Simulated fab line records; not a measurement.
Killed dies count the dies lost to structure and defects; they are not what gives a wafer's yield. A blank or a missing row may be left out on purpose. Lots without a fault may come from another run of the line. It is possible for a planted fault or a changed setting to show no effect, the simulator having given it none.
Split-lot study / flow rit-cmos / 5 lots, 23 wafers read, on a route of 202 steps

THE SPLIT ITSELF
At RIT_NLDD_IMPLANT_08, the setting energy-kev was moved away from the recipe's 20 on 6 of the 23 wafers read, by -4.2% to -3.0%. For the rest of the wafers, this setting stayed at what the recipe calls for.

The reading is taken at the split's own step.

THE READING
implant.drp-nm (the simulator's own value, which no gauge read), in nm, at RIT_NLDD_IMPLANT_08. There is no usual value for it anywhere in the file.

wafer=L075.1; tool, chamber at the split=implanter-03, 0; energy-kev as run=20; against the recipe=recipe; implant.drp-nm, nm=12.97; against lot-mates on the recipe=-
wafer=L075.2; tool, chamber at the split=implanter-03, 0; energy-kev as run=20; against the recipe=recipe; implant.drp-nm, nm=12.97; against lot-mates on the recipe=-
wafer=L075.4; tool, chamber at the split=implanter-03, 0; energy-kev as run=20; against the recipe=recipe; implant.drp-nm, nm=12.97; against lot-mates on the recipe=-
wafer=L077.1; tool, chamber at the split=implanter-03, 0; energy-kev as run=20; against the recipe=recipe; implant.drp-nm, nm=12.97; against lot-mates on the recipe=-
wafer=L077.3; tool, chamber at the split=implanter-03, 0; energy-kev as run=20; against the recipe=recipe; implant.drp-nm, nm=12.97; against lot-mates on the recipe=-
wafer=L077.4; tool, chamber at the split=implanter-03, 0; energy-kev as run=20; against the recipe=recipe; implant.drp-nm, nm=12.97; against lot-mates on the recipe=-
wafer=L077.5; tool, chamber at the split=implanter-03, 0; energy-kev as run=20; against the recipe=recipe; implant.drp-nm, nm=12.97; against lot-mates on the recipe=-
wafer=L077.6; tool, chamber at the split=implanter-03, 0; energy-kev as run=20; against the recipe=recipe; implant.drp-nm, nm=12.97; against lot-mates on the recipe=-
wafer=L079.1; tool, chamber at the split=implanter-03, 0; energy-kev as run=19.16; against the recipe=-4.2%; implant.drp-nm, nm=12.64; against lot-mates on the recipe=-0.33
wafer=L079.2; tool, chamber at the split=implanter-03, 0; energy-kev as run=19.16; against the recipe=-4.2%; implant.drp-nm, nm=12.64; against lot-mates on the recipe=-0.33
wafer=L079.6; tool, chamber at the split=implanter-03, 0; energy-kev as run=19.16; against the recipe=-4.2%; implant.drp-nm, nm=12.64; against lot-mates on the recipe=-0.33
wafer=L079.3; tool, chamber at the split=implanter-03, 0; energy-kev as run=20; against the recipe=recipe; implant.drp-nm, nm=12.97; against lot-mates on the recipe=-
wafer=L079.4; tool, chamber at the split=implanter-03, 0; energy-kev as run=20; against the recipe=recipe; implant.drp-nm, nm=12.97; against lot-mates on the recipe=-
wafer=L082.1; tool, chamber at the split=implanter-03, 0; energy-kev as run=19.4; against the recipe=-3.0%; implant.drp-nm, nm=12.73; against lot-mates on the recipe=-0.24
wafer=L082.4; tool, chamber at the split=implanter-03, 0; energy-kev as run=19.4; against the recipe=-3.0%; implant.drp-nm, nm=12.73; against lot-mates on the recipe=-0.24
wafer=L082.6; tool, chamber at the split=implanter-03, 0; energy-kev as run=19.4; against the recipe=-3.0%; implant.drp-nm, nm=12.73; against lot-mates on the recipe=-0.24
wafer=L082.2; tool, chamber at the split=implanter-03, 0; energy-kev as run=20; against the recipe=recipe; implant.drp-nm, nm=12.97; against lot-mates on the recipe=-
wafer=L082.5; tool, chamber at the split=implanter-03, 0; energy-kev as run=20; against the recipe=recipe; implant.drp-nm, nm=12.97; against lot-mates on the recipe=-
wafer=L084.1; tool, chamber at the split=implanter-02, 0; energy-kev as run=20; against the recipe=recipe; implant.drp-nm, nm=12.97; against lot-mates on the recipe=-
wafer=L084.2; tool, chamber at the split=implanter-02, 0; energy-kev as run=20; against the recipe=recipe; implant.drp-nm, nm=12.97; against lot-mates on the recipe=-
wafer=L084.3; tool, chamber at the split=implanter-02, 0; energy-kev as run=20; against the recipe=recipe; implant.drp-nm, nm=12.97; against lot-mates on the recipe=-
wafer=L084.5; tool, chamber at the split=implanter-02, 0; energy-kev as run=20; against the recipe=recipe; implant.drp-nm, nm=12.97; against lot-mates on the recipe=-
wafer=L084.6; tool, chamber at the split=implanter-02, 0; energy-kev as run=20; against the recipe=recipe; implant.drp-nm, nm=12.97; against lot-mates on the recipe=-

THE FIT
A straight line over all 23 wafers: implant.drp-nm changes by +0.079 nm for each +1% of energy-kev; r = +1.00; the points scatter about the line by 0.0013 nm.
The same after taking each lot's own level away (the mean of its wafers on the recipe; 23 wafers): +0.079 nm for each +1%; r = +1.00; scatter 0.0013 nm.
Per that fit: largest energy-kev move, reading shift of 0.33 nm.
The lots' own levels span 12.970 to 12.970 nm.
Consequently the slope shifts little with the lot-to-lot level, the two slopes agreeing.
Check: with one of the wafers moved furthest among these (-4.2%) left out of the fit, the line predicts -0.333 nm for it against its lot-mates. It came out at -0.33 nm against them.

OTHER SPLITS APPLIED TO THESE WAFERS
These wafers also went through other splits before the reading. Each is held against what the fit with the lots' levels taken away leaves over:
other split on the same wafers=RIT_ACTIVE_CVD_03 sih2cl2-flow-sccm; wafers away from the commonest value=15; r with implant.drp-nm (lot level and that fit taken away)=-0.24
other split on the same wafers=RIT_ACTIVE_DEVELOP_10 develop-time-s; wafers away from the commonest value=7; r with implant.drp-nm (lot level and that fit taken away)=-0.21
other split on the same wafers=RIT_ACTIVE_STRIP_14 pressure-mtorr; wafers away from the commonest value=15; r with implant.drp-nm (lot level and that fit taken away)=-0.64
other split on the same wafers=RIT_FOX2_OXIDATION_00 ox-time-s; wafers away from the commonest value=10; r with implant.drp-nm (lot level and that fit taken away)=+0.30
other split on the same wafers=RIT_NWELL_IMPLANT_08 energy-kev; wafers away from the commonest value=6; r with implant.drp-nm (lot level and that fit taken away)=+0.15
other split on the same wafers=RIT_NRETRO_COAT_01 spin-rpm; wafers away from the commonest value=7; r with implant.drp-nm (lot level and that fit taken away)=+0.22

THE WHOLE CHAIN: every reading that the file lists as answering this split, in the file's order
step=RIT_NLDD_IMPLANT_08; what it does=; reading=implant.rp-nm (the simulator's own value, which no gauge read); change (the file's fit)=+0.191 nm for each +1% of the setting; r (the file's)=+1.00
step=RIT_NLDD_IMPLANT_08; what it does=; reading=implant.drp-nm (the simulator's own value, which no gauge read); change (the file's fit)=+0.0788 nm for each +1% of the setting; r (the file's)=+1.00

FILE'S OWN FIT
implant.drp-nm changes by +0.0788 nm for each +1% of energy-kev, r = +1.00.
